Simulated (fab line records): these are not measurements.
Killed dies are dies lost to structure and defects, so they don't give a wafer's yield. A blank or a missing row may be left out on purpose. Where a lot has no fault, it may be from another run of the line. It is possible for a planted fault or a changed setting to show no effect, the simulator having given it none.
Split-lot study | flow rit_cmos | 5 lots, 27 wafers read, on a route of 202 steps

## ABOUT THE SPLIT
At RIT_ACTIVE_CVD_03 (deposits Si3N4 from SiH2Cl2/NH3, target thk 150 nm, time 1500 s), the setting time_s was moved away from the recipe's 1500 s on 18 of the 27 wafers read, by -29.1% to +45.6%. All remaining wafers had this setting at the recipe value.

## FROM THE SPLIT TO THE READING: what the file shows between them, 4 steps
- RIT_ACTIVE_THK_MEAS_04
- RIT_ACTIVE_HMDS_05: prime time 60 s
- RIT_ACTIVE_COAT_06: resist thk 1000 nm
- RIT_ACTIVE_HARDBAKE_12: time 60 s

## THE READING
oes_product_au, in a.u., at RIT_ACTIVE_ETCH_13 (etches Si3N4 in SF6, stops on SiO2, time 210 s, target depth 210 nm). On this fab line, fault-free wafers typically give 0.826 a.u. with a standard deviation of 0.011 a.u.

wafer  | tool, chamber at the split | time_s as run, s | against the recipe | oes_product_au, a.u. | against lot-mates on the recipe
L074.1 | -, -                       | 2184             | +45.6%             | 0.996                | no lot-mate on the recipe
L074.2 | -, -                       | 2184             | +45.6%             | 1.023                | no lot-mate on the recipe
L074.3 | -, -                       | 2184             | +45.6%             | 1.006                | no lot-mate on the recipe
L074.4 | -, -                       | 2184             | +45.6%             | 0.959                | no lot-mate on the recipe
L074.5 | -, -                       | 2184             | +45.6%             | 1.001                | no lot-mate on the recipe
L074.6 | -, -                       | 2184             | +45.6%             | 0.964                | no lot-mate on the recipe
L078.1 | lpcvd-02, 0                | 1500             | recipe             | 0.800                | -
L078.2 | lpcvd-02, 0                | 1500             | recipe             | 0.826                | -
L078.5 | lpcvd-02, 0                | 1500             | recipe             | 0.823                | -
L080.1 | -, -                       | 2012             | +34.1%             | 0.987                | no lot-mate on the recipe
L080.2 | -, -                       | 2012             | +34.1%             | 0.965                | no lot-mate on the recipe
L080.3 | -, -                       | 2012             | +34.1%             | 0.986                | no lot-mate on the recipe
L080.4 | -, -                       | 2012             | +34.1%             | 0.986                | no lot-mate on the recipe
L080.5 | -, -                       | 2012             | +34.1%             | 0.978                | no lot-mate on the recipe
L080.6 | -, -                       | 2012             | +34.1%             | 0.990                | no lot-mate on the recipe
L082.1 | -, -                       | 1500             | recipe             | 0.838                | -
L082.2 | -, -                       | 1500             | recipe             | 0.824                | -
L082.3 | -, -                       | 1500             | recipe             | 0.818                | -
L082.4 | -, -                       | 1500             | recipe             | 0.835                | -
L082.5 | -, -                       | 1500             | recipe             | 0.816                | -
L082.6 | -, -                       | 1500             | recipe             | 0.826                | -
L083.1 | -, -                       | 1063             | -29.1%             | 0.721                | no lot-mate on the recipe
L083.2 | -, -                       | 1063             | -29.1%             | 0.697                | no lot-mate on the recipe
L083.3 | -, -                       | 1063             | -29.1%             | 0.701                | no lot-mate on the recipe
L083.4 | -, -                       | 1063             | -29.1%             | 0.700                | no lot-mate on the recipe
L083.5 | -, -                       | 1063             | -29.1%             | 0.710                | no lot-mate on the recipe
L083.6 | -, -                       | 1063             | -29.1%             | 0.711                | no lot-mate on the recipe

FIT RESULTS
A straight line over all 27 wafers: oes_product_au changes by +0.00401 a.u. for each +1% of time_s; r = +0.99; the points scatter about the line by 0.019 a.u.
Too few moved wafers have a lot-mate on the recipe to fit a line with each lot's own level taken away.

## THE WHOLE CHAIN: every reading that the file lists as answering this split, in the file's order
step                   | what it does                                                        | reading                                                                        | change (the file's fit)                   | r (the file's)
RIT_ACTIVE_CVD_03      | deposits Si3N4 from SiH2Cl2/NH3, target thk 150 nm, time 1500 s     | Si3N4_of_ACTIVE_CVD_03.thk_nm (the simulator's own value, which no gauge read) | +1.51 nm for each +1% of the setting      | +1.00
RIT_ACTIVE_THK_MEAS_04 |                                                                     | ACTIVE_NITRIDE_THK                                                             | +1.51 for each +1% of the setting         | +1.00
RIT_ACTIVE_ETCH_13     | etches Si3N4 in SF6, stops on SiO2, time 210 s, target depth 210 nm | oes_product_au                                                                 | +0.00401 a.u. for each +1% of the setting | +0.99
RIT_ACTIVE_ETCH_13     | etches Si3N4 in SF6, stops on SiO2, time 210 s, target depth 210 nm | etch.depth_nm (the simulator's own value, which no gauge read)                 | +1.4 nm for each +1% of the setting       | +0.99
RIT_ACTIVE_ETCH_13     | etches Si3N4 in SF6, stops on SiO2, time 210 s, target depth 210 nm | ACTIVE.feature_depth_nm (the simulator's own value, which no gauge read)       | +1.38 nm for each +1% of the setting      | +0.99

## FILE'S OWN FIT
oes_product_au changes by +0.00401 a.u. for each +1% of time_s, r = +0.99.
